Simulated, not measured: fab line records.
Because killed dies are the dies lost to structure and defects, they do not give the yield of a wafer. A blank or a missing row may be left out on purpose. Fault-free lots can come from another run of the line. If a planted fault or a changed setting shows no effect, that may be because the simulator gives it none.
fab line records	flow rit-cmos
record: lots: 5	wafers: 15	last-day: 6
route steps=202 shown NLDD@160 SILICIDE@161 CONTACT@168
lots that met no fault: taken from a fault-free run of the same line
start-h: start of the lot's first displayed wafer, in hours after the record's first day	wait-h: hours elapsed since this lot's preceding step	" identical to the entry in the row above	L1.1+2: several wafers, shown together as one row	- no value, or no start was given	* or withheld: withheld	< > ~ a bound
route shown NAME@n: NAME is a module with steps in the file, n the number in the route of the first one	usual: average and standard deviation across the fault-free wafers	same: alike in all rows	chamber/n: place in a boat	sites: per-site readings	_std_site: standard deviation of those values	_edge_site: mean of outer sites minus mean of inner sites	radius-mm: how far each site lies from the wafer's centre	mask NAME#n: copy n	behind: the last tool/chamber to shape the wafer	hold: the reason the lot was held/the length of the hold in hours/how it ended	device: names the non-switching transistor (n, p or np)	end of line: the route-end tests of the same wafers	for a step that has no rows: nothing shown but its recipe	killed: the dies lost at the first sort to structure and to defects; this is not the yield of the wafer	map: dies across one wafer; x = killed, . = not, _ = none there
set.NAME: the setting that was run; set.NAME@STEP: the one run at that earlier step	model.NAME: the simulator's own value behind a step, which no gauge read
lots at some steps of the route; a table a step, a row a wafer
services: when a tool's chamber went out of use (start-h, in hours from the record's first day, below 0 if earlier), for how many hours, and the reason
== steps ==
step: RIT_SDANNEAL_RS_MEAS_07
recipe: thk-meas-gauge: four-point-probe
usual: NLDD_RS: 151.6/0.57
lot.wafer	tool	chamber	start-h	wait-h	NLDD_RS[ohm/sq]
L074.2	film-metro-04	-	60.82	0.1	151.6
L074.3	"	-	"	"	151.7
L074.6	"	-	"	"	151.3
L078.4	film-metro-01	-	78.43	0.1	151.3
L078.5	"	-	"	"	151.1
L078.6	"	-	"	"	151.2
L081.1	film-metro-04	-	93.90	0.1	151.6
L081.2	"	-	"	"	151.8
L081.4	"	-	"	"	151.9
L082.4	film-metro-02	-	95.12	0.1	152.2
L082.5	"	-	"	"	152.4
L082.6	"	-	"	"	151.9
L088.2	film-metro-04	-	136.64	0.1	151.2
L088.3	"	-	"	"	151.6
L088.4	"	-	"	"	151.8
step: RIT_SILICIDE_WET_ETCH_00
recipe: chemistry: BOE	target: SiO2	target-depth-nm: 14	time-s: 15.33	dry: n2-spin	dilution: 10:1	temp-c: 21.5
lot.wafer	tool	chamber	start-h	wait-h
L074.2+3+6	wet-bench-03	1	60.92	0.1
L078.4+5+6	wet-bench-01	2	78.49	0.0
L081.1+2+4	wet-bench-03	3	94.02	0.1
L082.4+5+6	wet-bench-04	1	95.18	0.0
L088.2+3+4	wet-bench-01	0	136.74	0.1
step: RIT_SILICIDE_SPUTTER_01
recipe: material: Ti	target-thk-nm: 30	power-w: 350	chamber-pressure-pa: 0.667	gas: Ar	time-s: 240	substrate-temp-c: 25
usual: chamber-pressure-pa: 0.6671/0.0012	throttle-valve-pct: 29.9/1.1
lot.wafer	tool	chamber	start-h	wait-h	chamber-pressure-pa	throttle-valve-pct
L074.2	pvd-sputter-04	-	60.93	0.0	0.6677	29.4
L074.3	"	-	"	"	0.6670	30.6
L074.6	"	-	"	"	0.6663	29.8
L078.4	pvd-sputter-04	-	78.50	0.0	0.6673	29.6
L078.5	"	-	"	"	0.6659	29.3
L078.6	"	-	"	"	0.6629	29.7
L081.1	pvd-sputter-04	-	94.04	0.0	0.6673	29.6
L081.2	"	-	"	"	0.6685	28.0
L081.4	"	-	"	"	0.6651	29.3
L082.4	pvd-sputter-01	-	95.19	0.0	0.6666	30.3
L082.5	"	-	"	"	0.6654	30.2
L082.6	"	-	"	"	0.6662	31.3
L088.2	pvd-sputter-01	-	136.76	0.0	0.6683	31.0
L088.3	"	-	"	"	0.6670	30.8
L088.4	"	-	"	"	0.6662	30.2
step: RIT_SILICIDE_RS_MEAS_02
recipe: thk-meas-gauge: four-point-probe	reads: Ti_of_SILICIDE_SPUTTER_01
usual: SILICIDE_TI_RS: 47.7/0.67
lot.wafer	tool	chamber	start-h	wait-h	SILICIDE_TI_RS[ohm/sq]
L074.2	film-metro-02	-	61.10	0.1	48.2
L074.3	"	-	"	"	48.1
L074.6	"	-	"	"	48.1
L078.4	film-metro-03	-	78.71	0.1	47.2
L078.5	"	-	"	"	48.0
L078.6	"	-	"	"	47.3
L081.1	film-metro-03	-	94.19	0.1	48.3
L081.2	"	-	"	"	48.1
L081.4	"	-	"	"	48.4
L082.4	film-metro-04	-	95.40	0.1	47.5
L082.5	"	-	"	"	47.6
L082.6	"	-	"	"	49.1
L088.2	film-metro-03	-	136.93	0.1	47.4
L088.3	"	-	"	"	47.1
L088.4	"	-	"	"	47.3
step: RIT_SILICIDE_THK_MEAS_03
recipe: thk-meas-gauge: xrf	reads: Ti_of_SILICIDE_SPUTTER_01
usual: SILICIDE_TI_THK: 30.0/0.35
lot.wafer	tool	chamber	start-h	wait-h	SILICIDE_TI_THK[nm]
L074.2	film-metro-02	-	61.21	0.1	29.7
L074.3	"	-	"	"	29.6
L074.6	"	-	"	"	29.7
L078.4	film-metro-03	-	78.80	0.1	30.4
L078.5	"	-	"	"	29.9
L078.6	"	-	"	"	30.4
L081.1	film-metro-03	-	94.31	0.1	29.9
L081.2	"	-	"	"	29.8
L081.4	"	-	"	"	29.8
L082.4	film-metro-04	-	95.49	0.1	30.0
L082.5	"	-	"	"	29.9
L082.6	"	-	"	"	29.2
L088.2	film-metro-03	-	137.04	0.1	30.1
L088.3	"	-	"	"	30.4
L088.4	"	-	"	"	30.1
step: RIT_SILICIDE_RTA_04
recipe: temp-c: 650	time-s: 10	idle-temp-c: 25	ramp-up-s: 5	ramp-down-s: 5	cool-to-c: 25	ambient: N2
usual: wafer_temp_C_max: 652.3/0.51
lot.wafer	tool	chamber	start-h	wait-h	wafer_temp_C_max
L074.2	rtp-anneal-01	0	61.27	0.1	652.5
L074.3	"	0	"	"	652.8
L074.6	"	0	"	"	652.5
L078.4	rtp-anneal-02	0	78.87	0.1	653.7
L078.5	"	0	"	"	653.3
L078.6	"	0	"	"	653.3
L081.1	rtp-anneal-02	0	94.37	0.1	652.5
L081.2	"	0	"	"	652.8
L081.4	"	0	"	"	654.0
L082.4	rtp-anneal-01	0	95.55	0.1	652.2
L082.5	"	0	"	"	652.4
L082.6	"	0	"	"	652.5
L088.2	rtp-anneal-02	0	137.10	0.1	652.4
L088.3	"	0	"	"	652.7
L088.4	"	0	"	"	651.5
step: RIT_SILICIDE_WET_ETCH_05
recipe: chemistry: SPM	target: Ti	temp-c: 90	time-s: 120	dry: n2-spin
usual: bath-guard-temp-C: 89.5/0.4
lot.wafer	tool	chamber	start-h	wait-h	bath-guard-temp-C
L074.2	wet-bench-01	1	61.33	0.0	88.9
L074.3	"	1	"	"	89.0
L074.6	"	1	"	"	88.9
L078.4	wet-bench-04	2	78.90	0.0	89.7
L078.5	"	2	"	"	89.8
L078.6	"	2	"	"	89.7
L081.1	wet-bench-04	2	94.45	0.1	89.5
L081.2	"	2	"	"	89.5
L081.4	"	2	"	"	89.7
L082.4	wet-bench-01	1	95.59	0.0	88.7
L082.5	"	1	"	"	88.4
L082.6	"	1	"	"	88.8
L088.2	wet-bench-03	2	137.15	0.0	89.3
L088.3	"	2	"	"	89.8
L088.4	"	2	"	"	89.9
step: RIT_SILICIDE_RTA_06
recipe: temp-c: 750	time-s: 10	idle-temp-c: 25	ramp-up-s: 5	ramp-down-s: 10	cool-to-c: 25	ambient: N2
usual: wafer_temp_C_max: 752.5/0.6
lot.wafer	tool	chamber	start-h	wait-h	wafer_temp_C_max
L074.2	rtp-anneal-02	0	61.38	0.0	752.6
L074.3	"	0	"	"	752.3
L074.6	"	0	"	"	752.6
L078.4	rtp-anneal-01	0	78.99	0.0	752.2
L078.5	"	0	"	"	753.1
L078.6	"	0	"	"	752.8
L081.1	rtp-anneal-01	0	94.49	0.0	752.8
L081.2	"	0	"	"	753.0
L081.4	"	0	"	"	754.1
L082.4	rtp-anneal-02	0	95.66	0.0	752.2
L082.5	"	0	"	"	752.3
L082.6	"	0	"	"	752.5
L088.2	rtp-anneal-02	0	137.21	0.0	752.6
L088.3	"	0	"	"	752.6
L088.4	"	0	"	"	753.2
step: RIT_CONTACT_CVD_00
recipe: material: SiO2	target-thk-nm: 400	precursor: TEOS	temp-c: 390	time-s: 61	rf-w: 400
usual: heater-power-w: 318/48
lot.wafer	tool	chamber	start-h	wait-h	heater-power-w
L074.2	pecvd-03	0	61.43	0.0	333
L074.3	"	1	"	"	247
L074.6	"	1	"	"	270
L078.4	pecvd-01	0	79.05	0.0	287
L078.5	"	2	"	"	345
L078.6	"	1	"	"	395
L081.1	pecvd-01	1	94.55	0.1	390
L081.2	"	2	"	"	368
L081.4	"	1	"	"	414
L082.4	pecvd-04	0	95.72	0.0	314
L082.5	"	1	"	"	255
L082.6	"	2	"	"	331
L088.2	pecvd-03	2	137.26	0.0	409
L088.3	"	1	"	"	288
L088.4	"	2	"	"	314
step: RIT_CONTACT_THK_MEAS_01
recipe: reads: SiO2_of_CONTACT_CVD_00
usual: CONTACT_TEOS_THK: 401/5.2
lot.wafer	tool	chamber	start-h	wait-h	CONTACT_TEOS_THK[nm]
L074.2	film-metro-03	-	61.50	0.0	398
L074.3	"	-	"	"	398
L074.6	"	-	"	"	401
L078.4	film-metro-01	-	79.10	0.0	404
L078.5	"	-	"	"	408
L078.6	"	-	"	"	404
L081.1	film-metro-01	-	94.60	0.0	403
L081.2	"	-	"	"	405
L081.4	"	-	"	"	403
L082.4	film-metro-01	-	95.77	0.0	405
L082.5	"	-	"	"	407
L082.6	"	-	"	"	413
L088.2	film-metro-03	-	137.32	0.0	405
L088.3	"	-	"	"	397
L088.4	"	-	"	"	406
step: RIT_CONTACT_HMDS_02
recipe: prime-time-s: 60	prime-temp-c: 140
usual: resist-line-temp-C: 23.01/0.11
lot.wafer	tool	chamber	start-h	wait-h	resist-line-temp-C
L074.2	litho-track-01	0	61.57	0.1	22.93
L074.3	"	0	"	"	22.86
L074.6	"	0	"	"	23.11
L078.4	litho-track-03	0	79.21	0.1	22.92
L078.5	"	0	"	"	22.99
L078.6	"	0	"	"	22.77
L081.1	litho-track-03	0	94.66	0.1	23.02
L081.2	"	0	"	"	23.01
L081.4	"	0	"	"	23.07
L082.4	litho-track-04	0	95.88	0.1	22.93
L082.5	"	0	"	"	22.98
L082.6	"	0	"	"	22.91
L088.2	litho-track-03	0	137.40	0.1	22.98
L088.3	"	0	"	"	23.10
L088.4	"	0	"	"	23.08
step: RIT_CONTACT_COAT_03
recipe: resist: NOVOLAK	spin-rpm: 3250	resist-thk-nm: 1000
usual: resist-line-temp-C: 22.98/0.096
lot.wafer	tool	chamber	start-h	wait-h	resist-line-temp-C
L074.2	litho-track-01	0	61.72	0.1	23.00
L074.3	"	0	"	"	23.09
L074.6	"	0	"	"	22.99
L078.4	litho-track-03	0	79.36	0.1	23.15
L078.5	"	0	"	"	23.03
L078.6	"	0	"	"	23.06
L081.1	litho-track-03	0	94.81	0.1	23.18
L081.2	"	0	"	"	22.95
L081.4	"	0	"	"	23.05
L082.4	litho-track-04	0	96.03	0.1	23.05
L082.5	"	0	"	"	22.90
L082.6	"	0	"	"	22.96
L088.2	litho-track-03	0	137.55	0.1	22.89
L088.3	"	0	"	"	22.95
L088.4	"	0	"	"	23.04
step: RIT_CONTACT_SOFTBAKE_04
recipe: resist: NOVOLAK	temp-c: 90	time-s: 60
usual: resist-line-temp-C: 23.00/0.1
lot.wafer	tool	chamber	start-h	wait-h	resist-line-temp-C
L074.2	litho-track-01	0	61.87	0.1	23.00
L074.3	"	0	"	"	23.03
L074.6	"	0	"	"	22.96
L078.4	litho-track-03	0	79.51	0.1	22.91
L078.5	"	0	"	"	22.94
L078.6	"	0	"	"	22.96
L081.1	litho-track-03	0	94.96	0.1	23.11
L081.2	"	0	"	"	23.03
L081.4	"	0	"	"	22.98
L082.4	litho-track-04	0	96.18	0.1	22.96
L082.5	"	0	"	"	23.09
L082.6	"	0	"	"	23.01
L088.2	litho-track-03	0	137.70	0.1	23.10
L088.3	"	0	"	"	23.07
L088.4	"	0	"	"	23.00
step: RIT_CONTACT_EXPOSE_05
recipe: mask-id: M11	na: 0.6	source-shape: conventional	sigma-outer: 0.5	target-cd-nm: 1000	dose-mj: 250
usual: focus-offset-nm: -0.2/0.55
same: na: 0.6
lot.wafer	tool	chamber	start-h	wait-h	mask	focus-offset-nm
L074.2	iline-stepper-01	0	62.01	0.1	M11#0	-0.2
L074.3	"	0	"	"	M11#0	0.5
L074.6	"	0	"	"	M11#0	-0.1
L078.4	iline-stepper-01	0	79.64	0.1	M11#0	0.0
L078.5	"	0	"	"	M11#0	-0.1
L078.6	"	0	"	"	M11#0	-0.2
L081.1	iline-stepper-02	0	95.25	0.3	M11#0	-0.7
L081.2	"	0	"	"	M11#0	-0.2
L081.4	"	0	"	"	M11#0	-0.4
L082.4	iline-stepper-02	0	96.31	0.1	M11#0	0.8
L082.5	"	0	"	"	M11#0	0.8
L082.6	"	0	"	"	M11#0	0.7
L088.2	iline-stepper-02	0	137.84	0.1	M11#0	0.2
L088.3	"	0	"	"	M11#0	-0.8
L088.4	"	0	"	"	M11#0	0.3
step: RIT_CONTACT_PEB_06
recipe: resist: NOVOLAK	temp-c: withheld	time-s: withheld
usual: resist-line-temp-C: *
lot.wafer	tool	chamber	start-h	wait-h	resist-line-temp-C
L074.2	litho-track-04	0	62.14	0.1	*
L074.3	"	0	"	"	*
L074.6	"	0	"	"	*
L078.4	litho-track-01	0	79.77	0.1	*
L078.5	"	0	"	"	*
L078.6	"	0	"	"	*
L081.1	litho-track-03	0	95.36	0.1	*
L081.2	"	0	"	"	*
L081.4	"	0	"	"	*
L082.4	litho-track-04	0	96.45	0.1	*
L082.5	"	0	"	"	*
L082.6	"	0	"	"	*
L088.2	litho-track-04	0	137.96	0.1	*
L088.3	"	0	"	"	*
L088.4	"	0	"	"	*
== services ==
tool	chamber	start-h	hours	kind
iline-stepper-01	-	56.46	3.6	repair
rtp-anneal-02	-	68.27	5.3	pm
pecvd-03	0	82.84	3.7	repair
pecvd-04	0	83.10	7.0	repair
iline-stepper-02	-	92.58	1.7	pm
pecvd-03	-	100.90	0.5	repair
pecvd-03	-	106.21	2.8	pm
pvd-sputter-01	-	107.90	4.5	repair
pecvd-03	2	111.69	14.6	repair
== key ==
fault none
